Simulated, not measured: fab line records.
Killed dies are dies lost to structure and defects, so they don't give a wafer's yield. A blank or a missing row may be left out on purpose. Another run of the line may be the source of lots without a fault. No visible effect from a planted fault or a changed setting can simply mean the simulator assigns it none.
fab line records | flow berkeley_cmos170
record: lots: 15 | wafers: 45 | last_day: 12
route steps=331 shown GATE@128 SDANNEAL@205 M2@273 M3@325
lots untouched by any fault: they come from a run of this same line in which no faults occurred
start_h: hours from the record's first day to the start of the lot's first wafer shown | wait_h: hours from the lot's prior step to this one | " identical to the entry in the row above | L1.1+2: a single row standing in for several wafers | - value missing, or start not given | * or withheld: withheld | < > ~ a bound
route shown NAME@n: NAME is a module with steps in the file, n the number in the route of the first one | usual: mean/standard deviation taken from wafers without a fault | same: alike in all rows | chamber/n: place in a boat | sites: each site's reading | _std_site: standard deviation across them | _edge_site: inner sites' mean taken away from outer sites' mean | radius_mm: for every site, how far away it sits from the centre of the wafer | mask NAME#n: copy n | behind: the last tool/chamber to shape the wafer | hold: why the lot went on hold/how many hours it stayed there/how the hold came to an end | device: the n, p or np transistor that did not switch | end of line: the route-end tests of the same wafers | where a step has no rows: the recipe by itself | killed: not the wafer's yield, but the dies lost to structure and defects at the first sort | map: dies across one wafer; x = killed, . = not, _ = none there
set.NAME: the setting the step ran with; set.NAME@STEP: the setting that earlier step ran with | model.NAME: the simulator's own value behind a step, which no gauge read
steps of the route over a sample of lots; a table a step, a row a wafer
== steps ==
step: UCB170_GATE_THK_MEAS_02
recipe: reads: SiO2_of_GATE_OXIDATION_01
usual: GATE_OXIDE_THK: 6.55/0.12
lot.wafer | tool          | chamber | start_h | wait_h | GATE_OXIDE_THK[nm]
L782.2    | film_metro-02 | -       | 121.63  | 0.0    | 6.80
L782.5    | "             | -       | "       | "      | 6.77
L782.6    | "             | -       | "       | "      | 6.79
L781.3    | film_metro-04 | -       | 121.64  | 0.0    | 6.48
L781.4    | "             | -       | "       | "      | 6.53
L781.5    | "             | -       | "       | "      | 6.66
L783.3    | film_metro-04 | -       | 126.27  | 0.0    | 6.46
L783.5    | "             | -       | "       | "      | 6.42
L783.6    | "             | -       | "       | "      | 6.44
L787.2    | film_metro-04 | -       | 150.16  | 0.0    | 6.58
L787.4    | "             | -       | "       | "      | 6.59
L787.5    | "             | -       | "       | "      | 6.63
L788.1    | film_metro-02 | -       | 165.83  | 0.0    | 6.76
L788.4    | "             | -       | "       | "      | 6.83
L788.5    | "             | -       | "       | "      | 6.67
L789.1    | film_metro-04 | -       | 165.83  | 0.0    | 6.56
L789.3    | "             | -       | "       | "      | 6.48
L789.6    | "             | -       | "       | "      | 6.51
L790.1    | film_metro-01 | -       | 173.08  | 0.0    | 6.67
L790.2    | "             | -       | "       | "      | 6.53
L790.3    | "             | -       | "       | "      | 6.56
L793.2    | film_metro-04 | -       | 182.26  | 0.0    | 6.47
L793.5    | "             | -       | "       | "      | 6.77
L793.6    | "             | -       | "       | "      | 6.59
L796.1    | film_metro-04 | -       | 199.35  | 0.0    | 6.42
L796.2    | "             | -       | "       | "      | 6.43
L796.3    | "             | -       | "       | "      | 6.48
L798.1    | film_metro-01 | -       | 203.65  | 0.0    | 6.51
L798.5    | "             | -       | "       | "      | 6.54
L798.6    | "             | -       | "       | "      | 6.52
L800.1    | film_metro-01 | -       | 221.80  | 0.0    | 6.45
L800.2    | "             | -       | "       | "      | 6.54
L800.3    | "             | -       | "       | "      | 6.47
L801.3    | film_metro-04 | -       | 228.02  | 0.0    | 6.26
L801.5    | "             | -       | "       | "      | 6.41
L801.6    | "             | -       | "       | "      | 6.26
L803.1    | film_metro-02 | -       | 233.05  | 0.0    | 6.66
L803.3    | "             | -       | "       | "      | 6.66
L803.4    | "             | -       | "       | "      | 6.57
L802.2    | film_metro-04 | -       | 237.41  | 0.0    | 6.60
L802.3    | "             | -       | "       | "      | 6.64
L802.4    | "             | -       | "       | "      | 6.64
L804.1    | film_metro-02 | -       | 246.16  | 0.0    | 6.42
L804.3    | "             | -       | "       | "      | 6.44
L804.6    | "             | -       | "       | "      | 6.41
step: UCB170_SDANNEAL_RTA_01
recipe: temp_c: 1050 | time_s: 5 | ambient: N2
usual: anneal_temp_c_max: 1054.4/1.2 | chamber_o2_ppm: 2.002/0.018 | lamp_power_pct: 40.6/1.2 | time_s: 5/0 | wafer_temp_C_max: 1052.8/0.59
lot.wafer | tool          | chamber | start_h | wait_h | anneal_temp_c_max | chamber_o2_ppm | lamp_power_pct | time_s | wafer_temp_C_max
L782.2    | rtp_anneal-01 | 0       | 142.77  | 0.1    | 1054.5            | 2.019          | 39.6           | 5      | 1053.2
L782.5    | "             | 0       | "       | "      | 1053.3            | 2.021          | 39.6           | 5      | 1052.0
L782.6    | "             | 0       | "       | "      | 1052.4            | 2.010          | 39.6           | 5      | 1052.1
L781.3    | rtp_anneal-02 | 0       | 143.13  | 0.1    | 1056.8            | 2.002          | 42.0           | 5      | 1052.9
L781.4    | "             | 0       | "       | "      | 1055.7            | 1.980          | 42.0           | 5      | 1052.9
L781.5    | "             | 0       | "       | "      | 1056.0            | 1.979          | 42.1           | 5      | 1052.7
L783.3    | rtp_anneal-02 | 0       | 152.36  | 0.1    | 1055.2            | 2.033          | 42.0           | 5      | 1052.2
L783.5    | "             | 0       | "       | "      | 1055.7            | 2.012          | 42.1           | 5      | 1053.0
L783.6    | "             | 0       | "       | "      | 1055.8            | 1.988          | 42.0           | 5      | 1052.8
L787.2    | rtp_anneal-01 | 0       | 175.67  | 0.1    | 1052.7            | 2.038          | 39.6           | 5      | 1054.1
L787.4    | "             | 0       | "       | "      | 1053.2            | 2.015          | 39.6           | 5      | 1052.9
L787.5    | "             | 0       | "       | "      | 1053.3            | 2.039          | 39.7           | 5      | 1051.3
L789.1    | rtp_anneal-02 | -       | 190.40  | 0.1    | -                 | -              | -              | -      | -
L789.3    | "             | -       | "       | "      | -                 | -              | -              | -      | -
L789.6    | "             | -       | "       | "      | -                 | -              | -              | -      | -
L788.1    | rtp_anneal-01 | -       | 190.84  | 0.1    | -                 | -              | -              | -      | -
L788.4    | "             | -       | "       | "      | -                 | -              | -              | -      | -
L788.5    | "             | -       | "       | "      | -                 | -              | -              | -      | -
L790.1    | rtp_anneal-02 | -       | 197.30  | 0.1    | -                 | -              | -              | -      | -
L790.2    | "             | -       | "       | "      | -                 | -              | -              | -      | -
L790.3    | "             | -       | "       | "      | -                 | -              | -              | -      | -
L793.2    | rtp_anneal-01 | 0       | 206.15  | 0.1    | 1053.7            | 1.995          | 39.6           | 5      | 1052.5
L793.5    | "             | 0       | "       | "      | 1053.9            | 2.026          | 39.7           | 5      | 1053.2
L793.6    | "             | 0       | "       | "      | 1054.8            | 2.035          | 39.6           | 5      | 1052.9
L796.1    | rtp_anneal-02 | 0       | 222.59  | 0.1    | 1056.2            | 2.025          | 42.1           | 5      | 1052.7
L796.2    | "             | 0       | "       | "      | 1054.7            | 1.985          | 42.1           | 5      | 1052.9
L796.3    | "             | 0       | "       | "      | 1055.2            | 1.978          | 42.1           | 5      | 1053.0
L798.1    | rtp_anneal-01 | 0       | 226.54  | 0.1    | 1054.6            | 2.013          | 39.6           | 5      | 1052.2
L798.5    | "             | 0       | "       | "      | 1053.0            | 2.010          | 39.6           | 5      | 1051.9
L798.6    | "             | 0       | "       | "      | 1053.2            | 2.004          | 39.7           | 5      | 1052.3
L800.1    | rtp_anneal-02 | 0       | 248.47  | 0.1    | 1056.4            | 1.998          | 42.1           | 5      | 1053.0
L800.2    | "             | 0       | "       | "      | 1055.0            | 1.990          | 42.0           | 5      | 1054.4
L800.3    | "             | 0       | "       | "      | 1054.7            | 1.995          | 42.1           | 5      | 1052.3
L801.3    | rtp_anneal-01 | 0       | 248.71  | 0.1    | 1053.0            | 1.974          | 39.6           | 5      | 1052.9
L801.5    | "             | 0       | "       | "      | 1053.4            | 1.976          | 39.7           | 5      | 1052.4
L801.6    | "             | 0       | "       | "      | 1053.4            | 1.999          | 39.6           | 5      | 1052.8
L803.1    | rtp_anneal-01 | 0       | 253.09  | 0.1    | 1053.9            | 2.027          | 39.6           | 5      | 1053.7
L803.3    | "             | 0       | "       | "      | 1053.4            | 2.017          | 39.6           | 5      | 1051.7
L803.4    | "             | 0       | "       | "      | 1054.1            | 2.015          | 39.6           | 5      | 1052.6
L802.2    | rtp_anneal-01 | 0       | 258.53  | 0.1    | 1055.4            | 1.998          | 39.6           | 5      | 1053.0
L802.3    | "             | 0       | "       | "      | 1052.5            | 2.014          | 39.6           | 5      | 1052.4
L802.4    | "             | 0       | "       | "      | 1053.3            | 1.995          | 39.6           | 5      | 1052.3
L804.1    | rtp_anneal-02 | 0       | 267.64  | 0.1    | 1055.0            | 2.003          | 42.1           | 5      | 1053.3
L804.3    | "             | 0       | "       | "      | 1056.0            | 1.998          | 42.0           | 5      | 1052.5
L804.6    | "             | 0       | "       | "      | 1055.4            | 2.008          | 42.1           | 5      | 1053.1
step: UCB170_M2_RS_MEAS_02
recipe: thk_meas_gauge: four-point-probe | reads: Al_of_M2_SPUTTER_01
usual: M2_AL_RS: 0.0321/0.00037
lot.wafer | tool          | chamber | start_h | wait_h | M2_AL_RS[ohm/sq]
L782.2    | film_metro-03 | -       | 161.13  | 0.1    | 0.0327
L782.5    | "             | -       | "       | "      | 0.0329
L782.6    | "             | -       | "       | "      | 0.0326
L781.3    | film_metro-01 | -       | 161.48  | 0.1    | 0.0323
L781.4    | "             | -       | "       | "      | 0.0324
L781.5    | "             | -       | "       | "      | 0.0320
L783.3    | film_metro-04 | -       | 166.30  | 0.1    | 0.0318
L783.5    | "             | -       | "       | "      | 0.0314
L783.6    | "             | -       | "       | "      | 0.0316
L787.2    | film_metro-04 | -       | 189.83  | 0.1    | 0.0320
L787.4    | "             | -       | "       | "      | 0.0321
L787.5    | "             | -       | "       | "      | 0.0325
L793.2    | film_metro-03 | -       | 222.80  | 0.1    | 0.0326
L793.5    | "             | -       | "       | "      | 0.0324
L793.6    | "             | -       | "       | "      | 0.0326
L796.1    | film_metro-03 | -       | 240.56  | 0.0    | 0.0322
L796.2    | "             | -       | "       | "      | 0.0330
L796.3    | "             | -       | "       | "      | 0.0325
L798.1    | film_metro-03 | -       | 242.79  | 0.0    | 0.0323
L798.5    | "             | -       | "       | "      | 0.0323
L798.6    | "             | -       | "       | "      | 0.0324
L800.1    | film_metro-04 | -       | 262.82  | 0.0    | 0.0322
L800.2    | "             | -       | "       | "      | 0.0323
L800.3    | "             | -       | "       | "      | 0.0325
L801.3    | film_metro-04 | -       | 263.59  | 0.1    | 0.0320
L801.5    | "             | -       | "       | "      | 0.0325
L801.6    | "             | -       | "       | "      | 0.0320
L803.1    | film_metro-03 | -       | 267.45  | 0.0    | 0.0321
L803.3    | "             | -       | "       | "      | 0.0323
L803.4    | "             | -       | "       | "      | 0.0322
L802.2    | film_metro-04 | -       | 275.44  | 0.1    | 0.0322
L802.3    | "             | -       | "       | "      | 0.0320
L802.4    | "             | -       | "       | "      | 0.0318
L804.1    | film_metro-01 | -       | 287.39  | 0.0    | 0.0322
L804.3    | "             | -       | "       | "      | 0.0321
L804.6    | "             | -       | "       | "      | 0.0319
step: UCB170_M3_OVL_MEAS_16
usual: M3_OVL: 3/5
lot.wafer | tool       | chamber | start_h | wait_h | M3_OVL[nm]
L782.2    | overlay-01 | -       | 168.69  | 0.1    | 3
L782.5    | "          | -       | "       | "      | 5
L782.6    | "          | -       | "       | "      | 11
L781.3    | overlay-02 | -       | 169.42  | 0.1    | 10
L781.4    | "          | -       | "       | "      | 8
L781.5    | "          | -       | "       | "      | 4
L783.3    | overlay-02 | -       | 176.72  | 0.1    | -3
L783.5    | "          | -       | "       | "      | 2
L783.6    | "          | -       | "       | "      | 1
L787.2    | overlay-02 | -       | 198.06  | 0.1    | 8
L787.4    | "          | -       | "       | "      | 3
L787.5    | "          | -       | "       | "      | 3
L793.2    | overlay-02 | -       | 231.61  | 0.1    | 6
L793.5    | "          | -       | "       | "      | 1
L793.6    | "          | -       | "       | "      | 5
L796.1    | overlay-02 | -       | 250.46  | 0.1    | 9
L796.2    | "          | -       | "       | "      | 2
L796.3    | "          | -       | "       | "      | 6
L798.1    | overlay-02 | -       | 251.14  | 0.1    | 1
L798.5    | "          | -       | "       | "      | 0
L798.6    | "          | -       | "       | "      | 1
L800.1    | overlay-02 | -       | 271.24  | 0.1    | 2
L800.2    | "          | -       | "       | "      | -1
L800.3    | "          | -       | "       | "      | 2
L801.3    | overlay-01 | -       | 271.65  | 0.1    | -1
L801.5    | "          | -       | "       | "      | -2
L801.6    | "          | -       | "       | "      | 4
L803.1    | overlay-01 | -       | 276.49  | 0.1    | -10
L803.3    | "          | -       | "       | "      | -11
L803.4    | "          | -       | "       | "      | 0
L802.2    | overlay-01 | -       | 286.54  | 0.1    | 7
L802.3    | "          | -       | "       | "      | 6
L802.4    | "          | -       | "       | "      | 2
L804.1    | overlay-01 | -       | 299.02  | 0.1    | 0
L804.3    | "          | -       | "       | "      | 1
L804.6    | "          | -       | "       | "      | 13
== key ==
first_sign: step: UCB170_SDANNEAL_RTA_01 | reading: tool_record | direction: missing
effect none on later readings
met_at UCB170_SDANNEAL_RTA_01
struck_lots L788,L789,L790
later_rows_left_out L788.1,L788.4,L788.5,L789.1,L789.3,L789.6,L790.1,L790.2,L790.3
sort_left_out L788.1,L788.4,L788.5,L789.1,L789.3,L789.6,L790.1,L790.2,L790.3
tester_left_out L788,L789,L790
not_acting_at UCB170_GATE_THK_MEAS_02,UCB170_M2_RS_MEAS_02,UCB170_M3_OVL_MEAS_16
onset_between 175.67 190.40
fault: kind: skipped_step_whole | tool: rtp_anneal-01,rtp_anneal-02 | chamber: - | onset_h: 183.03 | steps: UCB170_SDANNEAL_RTA_01 | scope: struck_lots_only
tester_left_out: of these lots the tester's yield and bins aren't shown, on N5 and GAA mostly nor the transistor test; their killed dies are dies lost to structure and defects alone, not to doping, threshold or leakage, so they don't give the yield
sort_left_out: the simulated sort isn't trusted on such a fault, so these wafers' sort isn't shown, and their yield isn't known
later_rows_left_out: the simulator's readings of these wafers behind a module that went badly wrong aren't trusted and aren't shown, but for the sort
